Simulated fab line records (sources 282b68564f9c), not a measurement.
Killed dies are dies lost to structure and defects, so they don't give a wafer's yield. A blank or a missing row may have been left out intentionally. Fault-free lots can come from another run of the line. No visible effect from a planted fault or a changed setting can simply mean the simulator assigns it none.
fab line records + flow rit_cmos
record:
- lots: 14
- wafers: 42
- last_day: 7
route steps=202 shown GATE@95 M1@202
lots with no fault: from the same line, run without faults
start_h: hours from the record's first day to the start of the lot's first wafer shown + wait_h: how many hours have passed since the lot's step before this one + " unchanged from the row above + L1.1+2: one row covering several wafers at once + - no value, or no start given + * or withheld: withheld + < > ~ a bound
route shown NAME@n: a module of which the file shows steps, and the number in the route of the first + usual: mean and standard deviation over wafers with no fault + same: alike in all rows + chamber/n: place in a boat + sites: each site's reading + _std_site: the standard deviation of these + _edge_site: outer sites' mean less inner sites' + radius_mm: for every site, how far away it sits from the centre of the wafer + mask NAME#n: copy n + behind: tool/chamber where the wafer was last shaped + hold: what put the lot on hold/how long, in hours/how the hold closed + device: names the non-switching transistor (n, p or np) + end of line: tests of these same wafers at the route's end + for a step that has no rows: nothing shown but its recipe + killed: the dies lost at the first sort to structure and to defects; this is not the yield of the wafer + map: dies across one wafer; x = killed, . = not, _ = none there
set.NAME: setting as actually run; set.NAME@STEP: the setting as run at that earlier step + model.NAME: the simulator's own value behind a step, which no gauge read
one table for each step of the route and one row for each wafer, over a sample of lots
services: when a tool's chamber went out of use (start_h, in hours from the record's first day, below 0 if earlier), for how many hours, and the reason
== steps ==
step: RIT_GATE_ETCH_19
recipe:
- chemistry: SF6/CHF3/O2
- time_s: 165
- SF6_flow_sccm: 30
- CHF3_flow_sccm: 30
- O2_flow_sccm: 5
- target: poly-Si
- pressure_mtorr: 40
- rf_w: 160
- target_depth_a: 3125
- over_etch_frac: 0.25
- stop_on: SiO2
usual:
- drypump_motor_current_A: 5.8/0.34
- oes_product_au: 0.850/0.013
- rf_fwd_power_W: 159.3/0.49
- throttle_valve_pct: 10.25/0.13
same:
- time_s: 165
| lot.wafer | tool      | chamber | start_h | wait_h | drypump_motor_current_A | oes_product_au | rf_fwd_power_W | rf_hours_counter_h | throttle_valve_pct |
|-----------|-----------|---------|---------|--------|-------------------------|----------------|----------------|--------------------|--------------------|
| L215.2    | rie_si-01 | 3       | 46.48   | 0.1    | 5.0                     | 0.846          | 160.1          | 100                | 10.31              |
| L215.4    | "         | 0       | "       | "      | 6.0                     | 0.855          | 159.9          | 0                  | 10.30              |
| L215.6    | "         | 1       | "       | "      | 6.3                     | 0.844          | 158.7          | -                  | 10.23              |
| L216.1    | rie_si-02 | 0       | 53.91   | 0.1    | 5.9                     | 0.866          | 159.5          | 131                | 10.27              |
| L216.3    | "         | 2       | "       | "      | 5.8                     | 0.835          | 158.6          | 114                | 10.12              |
| L216.4    | "         | 3       | "       | "      | 5.6                     | 0.846          | 159.4          | 2                  | 10.50              |
| L217.1    | rie_si-01 | 3       | 56.66   | 0.1    | 5.0                     | 0.843          | 159.6          | 100                | 10.32              |
| L217.4    | "         | 0       | "       | "      | 5.9                     | 0.856          | 159.2          | 0                  | 10.30              |
| L217.6    | "         | 1       | "       | "      | 6.3                     | 0.820          | 158.7          | -                  | 10.24              |
| L218.3    | rie_si-02 | 3       | 58.51   | 0.1    | 5.6                     | 0.845          | 159.6          | 2                  | 10.48              |
| L218.4    | "         | 1       | "       | "      | 6.0                     | 0.853          | 159.5          | 38                 | 10.03              |
| L218.6    | "         | 1       | "       | "      | 6.0                     | 0.855          | 159.7          | -                  | 10.03              |
| L219.3    | rie_si-01 | 1       | 68.67   | 0.1    | 6.3                     | 0.847          | 159.3          | 33                 | 10.24              |
| L219.4    | "         | 0       | "       | "      | 6.0                     | 0.873          | 158.5          | 0                  | 10.29              |
| L219.6    | "         | 1       | "       | "      | 6.3                     | 0.845          | 159.6          | -                  | 10.24              |
| L220.1    | rie_si-02 | 2       | 69.03   | 0.1    | 5.8                     | 0.836          | 159.2          | 114                | 10.12              |
| L220.2    | "         | 3       | "       | "      | 5.6                     | 0.834          | 159.0          | 2                  | 10.49              |
| L220.6    | "         | 2       | "       | "      | 5.8                     | 0.835          | 159.3          | -                  | 10.13              |
| L221.3    | rie_si-01 | 1       | 73.89   | 0.1    | 6.3                     | 0.836          | 159.7          | 33                 | 10.23              |
| L221.4    | "         | 2       | "       | "      | 5.6                     | 0.832          | 159.9          | 136                | 10.16              |
| L221.5    | "         | 1       | "       | "      | 6.3                     | 0.839          | 159.3          | -                  | 10.24              |
| L222.2    | rie_si-02 | 3       | 80.63   | 0.1    | 5.6                     | 0.845          | 160.5          | 2                  | 10.52              |
| L222.3    | "         | 2       | "       | "      | 5.8                     | 0.850          | 158.9          | 114                | 10.14              |
| L222.4    | "         | 1       | "       | "      | 6.0                     | 0.855          | 159.3          | 39                 | 10.04              |
| L223.1    | rie_si-01 | 1       | 91.32   | 0.1    | 6.3                     | 0.852          | 159.7          | 33                 | 10.24              |
| L223.2    | "         | 2       | "       | "      | 5.6                     | 0.851          | 158.2          | 136                | 10.17              |
| L223.3    | "         | 3       | "       | "      | 5.0                     | 0.860          | 159.9          | 100                | 10.32              |
| L226.1    | rie_si-02 | 0       | 100.95  | 0.1    | 5.9                     | 0.863          | 159.7          | 131                | 10.27              |
| L226.2    | "         | 3       | "       | "      | 5.6                     | 0.839          | 159.7          | 2                  | 10.49              |
| L226.3    | "         | 2       | "       | "      | 5.8                     | 0.844          | 224.0          | 114                | 10.13              |
| L228.2    | rie_si-02 | 1       | 110.79  | 0.1    | 6.0                     | 0.863          | 158.9          | 39                 | 10.02              |
| L228.4    | "         | 2       | "       | "      | 5.8                     | 0.862          | 223.3          | 115                | 10.11              |
| L228.6    | "         | 0       | "       | "      | 5.9                     | 0.877          | 158.6          | -                  | 10.25              |
| L233.3    | rie_si-01 | 2       | 133.30  | 0.1    | 5.6                     | 0.834          | 159.0          | 136                | 10.14              |
| L233.4    | "         | 0       | "       | "      | 5.9                     | 0.855          | 159.1          | 1                  | 10.29              |
| L233.6    | "         | 3       | "       | "      | 5.0                     | 0.845          | 158.5          | -                  | 10.32              |
| L235.1    | rie_si-01 | 2       | 143.54  | 0.1    | 5.6                     | 0.850          | 158.9          | 136                | 10.15              |
| L235.5    | "         | 2       | "       | "      | 5.6                     | 0.845          | 159.0          | -                  | 10.14              |
| L235.6    | "         | 0       | "       | "      | 5.9                     | 0.868          | 158.7          | -                  | 10.30              |
| L237.1    | rie_si-01 | 0       | 153.58  | 0.1    | 5.9                     | 0.864          | 158.6          | 1                  | 10.31              |
| L237.2    | "         | 1       | "       | "      | 6.3                     | 0.829          | 159.6          | 34                 | 10.23              |
| L237.6    | "         | 0       | "       | "      | 6.0                     | 0.863          | 158.9          | -                  | 10.30              |
step: RIT_M1_PROBE_99
usual:
- killed_at_M0_to_M3: 0.0/0.12
- killed_at_contacts: 0.1/0.34
- killed_at_front_end: 7.0/2.9
- killed_dies: 7.2/2.9
- killed_open: 3.6/1.9
- killed_short: 3.5/2.1
same:
- gross_dies: 264
- killed_at_M4_up: 0
- killed_at_back_side: 0
- killed_at_other: 0
| lot.wafer | tool      | chamber | start_h | wait_h | killed_at_M0_to_M3 | killed_at_contacts | killed_at_front_end | killed_dies | killed_open | killed_short |
|-----------|-----------|---------|---------|--------|--------------------|--------------------|---------------------|-------------|-------------|--------------|
| L218.3    | prober-01 | -       | 81.98   | 0.2    | 0                  | 0                  | 6                   | 6           | 4           | 2            |
| L218.4    | prober-01 | -       | 82.03   | 0.2    | 0                  | 0                  | 6                   | 6           | 2           | 4            |
| L218.6    | prober-01 | -       | 82.13   | 0.2    | 0                  | 0                  | 11                  | 11          | 4           | 7            |
| L219.3    | prober-02 | -       | 88.77   | 0.2    | 0                  | 0                  | 10                  | 10          | 6           | 4            |
| L219.4    | prober-02 | -       | 88.82   | 0.2    | 0                  | 2                  | 4                   | 6           | 3           | 3            |
| L219.6    | prober-02 | -       | 88.92   | 0.2    | 0                  | 1                  | 7                   | 8           | 7           | 1            |
| L220.1    | prober-01 | -       | 90.53   | 0.1    | 0                  | 0                  | 6                   | 6           | 1           | 5            |
| L220.2    | prober-01 | -       | 90.58   | 0.1    | 0                  | 0                  | 11                  | 11          | 6           | 5            |
| L220.6    | prober-01 | -       | 90.78   | 0.2    | 0                  | 0                  | 6                   | 6           | 1           | 5            |
| L221.3    | prober-02 | -       | 95.48   | 0.2    | 0                  | 0                  | 9                   | 9           | 4           | 5            |
| L221.4    | prober-02 | -       | 95.53   | 0.2    | 0                  | 0                  | 3                   | 3           | 3           | 0            |
| L221.5    | prober-02 | -       | 95.58   | 0.2    | 0                  | 0                  | 6                   | 6           | 4           | 2            |
| L223.1    | prober-02 | -       | 112.49  | 0.1    | 0                  | 0                  | 8                   | 8           | 5           | 3            |
| L223.2    | prober-02 | -       | 112.54  | 0.1    | 0                  | 0                  | 4                   | 4           | 3           | 1            |
| L223.3    | prober-02 | -       | 112.59  | 0.2    | 0                  | 0                  | 5                   | 5           | 1           | 4            |
| L228.2    | prober-02 | -       | 132.77  | 0.1    | 0                  | 0                  | 4                   | 4           | 1           | 3            |
| L228.4    | prober-02 | -       | 132.87  | 0.2    | 0                  | 1                  | 3                   | 4           | 2           | 2            |
| L228.6    | prober-02 | -       | 132.97  | 0.2    | 0                  | 0                  | 5                   | 5           | 0           | 5            |
killed by level:class
L218.3 GATE:geometric_particle:open=2 FOX1:geometric_particle:open=1 GATE:geometric_particle:short=1 REOX:geometric_particle:open=1 REOX:geometric_particle:short=1
L218.4 REOX:geometric_particle:short=2 REOX:geometric_particle:open=2 FOX1:geometric_particle:short=1 GATE:geometric_particle:short=1
L218.6 SILICIDE:geometric_particle:short=3 GATE:geometric_particle:short=2 REOX:geometric_particle:open=2 SILICIDE:geometric_particle:open=2 FOX1:geometric_particle:short=1 REOX:geometric_particle:short=1
L219.3 GATE:geometric_particle:open=4 GATE:geometric_particle:short=3 FOX1:geometric_particle:open=2 FOX1:geometric_particle:short=1
L219.4 CONTACT:geometric_particle:open=2 FOX1:geometric_particle:open=1 GATE:geometric_particle:short=1 SPACER:geometric_particle:short=1 SILICIDE:geometric_particle:short=1
L219.6 GATE:geometric_particle:open=4 FOX1:geometric_particle:open=1 GATE:geometric_particle:short=1 SPACER:geometric_particle:open=1 CONTACT:geometric_particle:open=1
L220.1 GATE:geometric_particle:short=2 FOX1:geometric_particle:short=1 GATE:geometric_particle:open=1 SPACER:geometric_particle:short=1 SILICIDE:geometric_particle:short=1
L220.2 GATE:geometric_particle:open=3 SPACER:geometric_particle:short=3 GATE:geometric_particle:short=2 REOX:geometric_particle:open=1 SPACER:geometric_particle:open=1 SILICIDE:geometric_particle:open=1
L220.6 SPACER:geometric_particle:short=2 SILICIDE:geometric_particle:short=2 GATE:geometric_particle:open=1 GATE:geometric_particle:short=1
L221.3 GATE:geometric_particle:open=2 GATE:geometric_particle:short=2 FOX2:geometric_particle:short=1 FOX2:geometric_particle:open=1 SPACER:geometric_particle:open=1 SPACER:geometric_particle:short=1 SILICIDE:geometric_particle:short=1
L221.4 GATE:geometric_particle:open=2 SPACER:geometric_particle:open=1
L221.5 GATE:geometric_particle:open=2 REOX:geometric_particle:open=2 GATE:geometric_particle:short=1 SPACER:geometric_particle:short=1
L223.1 GATE:geometric_particle:open=3 GATE:geometric_particle:short=2 FOX1:geometric_particle:open=1 FOX1:geometric_particle:short=1 SPACER:geometric_particle:open=1
L223.2 GATE:geometric_particle:open=1 GATE:geometric_particle:short=1 REOX:geometric_particle:open=1 SPACER:geometric_particle:open=1
L223.3 FOX1:geometric_particle:short=1 GATE:geometric_particle:short=1 REOX:geometric_particle:open=1 REOX:geometric_particle:short=1 SILICIDE:geometric_particle:short=1
L228.2 FOX1:geometric_particle:short=1 GATE:geometric_particle:open=1 GATE:geometric_particle:short=1 REOX:geometric_particle:short=1
L228.4 GATE:geometric_particle:short=2 GATE:geometric_particle:open=1 CONTACT:geometric_particle:open=1
L228.6 FOX1:geometric_particle:short=2 GATE:geometric_particle:short=2 SPACER:geometric_particle:short=1
== services ==
| tool      | chamber | start_h | hours | kind   |
|-----------|---------|---------|-------|--------|
| rie_si-01 | 1       | 93.98   | 13.3  | repair |
| rie_si-01 | 3       | 139.90  | 6.4   | repair |
== key ==
first_sign:
- step: RIT_GATE_ETCH_19
- reading: rf_fwd_power_W
- direction: up
- sigmas: 99+
- usual: 159.3
- struck: 223.7
effect none on later readings
met_at RIT_GATE_ETCH_19
struck_lots L226,L228
struck_wafers L226.3,L228.4
tester_left_out L226,L228
onset_between 80.63 100.95
fault:
- kind: process_parameter_drift
- tool: rie_si-02
- chamber: 2
- onset_h: 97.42
- steps: RIT_GATE_ETCH_19
- channel: rf_w
- offset: 64
- shape: step
- end_h: 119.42
- stated: 160
tester_left_out: of these lots the tester's yield and bins aren't shown, on N5 and GAA mostly nor the transistor test; their killed dies are dies lost to structure and defects alone, not to doping, threshold or leakage, so they don't give the yield
